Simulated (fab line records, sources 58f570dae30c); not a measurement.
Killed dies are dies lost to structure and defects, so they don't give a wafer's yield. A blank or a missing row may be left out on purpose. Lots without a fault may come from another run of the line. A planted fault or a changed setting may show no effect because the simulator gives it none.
Problem report in the 8D (eight disciplines) form, filled by code | flow berkeley_cmos170 | the parts of the form that need people (team, actions taken, sign-off) are left out

1. THE PROBLEM
oes_product_au at UCB170_M1_METAL_ETCH_12 reads a mean of 0.922 a.u. on 2 wafers of 1 lot; wafers without a fault read 0.853 a.u. with a standard deviation of 0.0097. That is +7.1 standard deviations from the usual mean.
The step: etches Al in Cl2/BCl3, stops on PSG, target depth 780 nm, time 130 s.
First seen on wafer L804.4, day 10 20:53, on rie_metal-03. The record holds 15 wafers of 5 lots with a number at this step. Rule for "out", or "out of limits": more than 4 standard deviations from the usual mean. The other wafers with a number count as sound.

2. WHAT IT IS AND WHAT IT IS NOT
question                    | is                | is not
which readings at this step | oes_product_au    | drypump_motor_current_A, throttle_valve_pct
which lots                  | L804              | L797, L799, L808, L816
which wafers of those lots  | L804.4, L804.5    | L804.3
read on which tools         | rie_metal-03      | rie_metal-02, rie_metal-04
when                        | from day 10 20:53 | up to then (7 sound wafers); but 6 sound wafers of L808, L816 came after

3. SUSPECTS, AND WHAT RULES EACH OUT
Counting: a tool at a process step up to the reading stays a suspect if it ran every lot that is out. Sound lots after the first of them don't rule it out here, since some wafers of a struck lot are sound.
- pvd_sputter-01 at UCB170_M1_SPUTTER_00 (material Al, target thk 600 nm, time 80 s): kept. It ran the lot that is out, L804 (day 10 19:26).
- rie_diel-04 at UCB170_M1_ETCH_11 (etches BARC in N2/H2): kept. It ran the lot that is out, L804 (day 10 20:47).
- rie_metal-03 at UCB170_M1_METAL_ETCH_12 (etches Al in Cl2/BCl3, stops on PSG, target depth 780 nm, time 130 s): kept. It ran the lot that is out, L804 (day 10 20:53); its last sound lot up to then is L799 (day 9 19:51). Its own readings are out on those wafers: oes_product_au.
- Within rie_diel-04 at UCB170_M1_ETCH_11: the wafers that are out ran in chambers 1, 2; their sound lot-mates ran in chamber 0.
- Within rie_metal-03 at UCB170_M1_METAL_ETCH_12: the wafers that are out ran in chamber 1; their sound lot-mates ran in chamber 0.
Left after counting: pvd_sputter-01 at UCB170_M1_SPUTTER_00, rie_diel-04 at UCB170_M1_ETCH_11, rie_metal-03 at UCB170_M1_METAL_ETCH_12.

4. THE CAUSE (what the simulator had put in)
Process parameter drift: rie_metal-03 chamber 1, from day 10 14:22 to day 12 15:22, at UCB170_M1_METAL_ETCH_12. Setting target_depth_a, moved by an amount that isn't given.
Counting left 3 suspects, and this tool is among them.

5. THE CHAIN OF EFFECTS, in route order
Each row: a reading whose mean over the struck wafers that have a number lies more than 3 standard deviations from the usual. Only readings for which the record gives a usual standard deviation are gone through. hours: the time from each lot's start at the first step in this table that gives one to its start at this step, as a median over the lots. sigmas: the change in usual standard deviations.
hours | step                    | reading        | usual      | on struck wafers | change | sigmas
0     | UCB170_M1_METAL_ETCH_12 | oes_product_au | 0.853 a.u. | 0.922            | +0.069 | +7.1
The process steps in it:
- UCB170_M1_METAL_ETCH_12: etches Al in Cl2/BCl3, stops on PSG, target depth 780 nm, time 130 s.

6. WHAT WOULD HAVE CAUGHT IT SOONER
In this record the first reading out of limits was taken at day 10 20:53, 7 hours after the fault began at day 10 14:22.
